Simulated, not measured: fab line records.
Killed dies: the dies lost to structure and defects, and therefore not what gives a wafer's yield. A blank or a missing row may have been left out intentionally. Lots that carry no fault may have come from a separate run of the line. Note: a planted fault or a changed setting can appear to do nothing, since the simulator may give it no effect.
The tool behind it: which one? :: flow rit_cmos :: 7 lots, 21 wafers sampled, at 2 steps of a route of 202

## WHAT EACH GAUGE READ, for each wafer
RIT_M1_CD_MEAS_90 targets a cd of 2600 nm.
lot: L509
measured: day 3 17:32
on: cd_sem-02
cd_nm (nm): 2599 2596 2597

lot: L511
measured: day 4 07:41
on: cd_sem-01
cd_nm (nm): 2596 2599 2595

lot: L514
measured: day 4 21:27
on: cd_sem-01
cd_nm (nm): 2603 2607 2603

lot: L516
measured: day 5 05:10
on: cd_sem-01
cd_nm (nm): 2603 2604 2602

lot: L523
measured: day 6 15:15
on: cd_sem-01
cd_nm (nm): 2598 2601 2596

lot: L525
measured: day 7 05:26
on: cd_sem-01
cd_nm (nm): 2599 2599 2598

lot: L530
measured: day 8 06:02
on: cd_sem-02
cd_nm (nm): 2601 2603 2603

## WHAT TOOL EACH LOT RAN ON (gives the tool, then ch and the chambers of the sampled wafers, and finally the start)
lot: L509
RIT_M1_METAL_ETCH_12: rie_metal-01 ch 0,1, day 3 16:59

lot: L511
RIT_M1_METAL_ETCH_12: rie_metal-03 ch 0,1, day 4 07:11

lot: L514
RIT_M1_METAL_ETCH_12: rie_metal-03 ch 0,1, day 4 20:55

lot: L516
RIT_M1_METAL_ETCH_12: rie_metal-04 ch 0,1, day 5 04:38

lot: L523
RIT_M1_METAL_ETCH_12: rie_metal-03 ch 0,1, day 6 14:42

lot: L525
RIT_M1_METAL_ETCH_12: rie_metal-04 ch 0, day 7 04:44

lot: L530
RIT_M1_METAL_ETCH_12: rie_metal-03 ch 0,1, day 8 05:32
- RIT_M1_METAL_ETCH_12: etches Al in Cl2/BCl3, stops on SiO2, time 165 s, target depth 600 nm.

## THE ANSWER, worked out from the rows above alone
Rule: the usual values come from the lots themselves. Put in order of their means at a reading, lots are off if they are a third of the lots or fewer, leave a main group of 4 or more, and stand apart from it by a gap of 3 or more times the standard deviation of the main group's means; of several such gaps the widest counts. The tables above print the reading to a certain number of digits; a main group whose means all agree to those digits is not used. Also off: a lot with no number at a reading for which 4 or more lots have one. The other lots that the step has rows for count as sound.
None of the lots is off at any reading shown; this tells nothing.

## WHAT THE SIMULATOR HAD INSERTED
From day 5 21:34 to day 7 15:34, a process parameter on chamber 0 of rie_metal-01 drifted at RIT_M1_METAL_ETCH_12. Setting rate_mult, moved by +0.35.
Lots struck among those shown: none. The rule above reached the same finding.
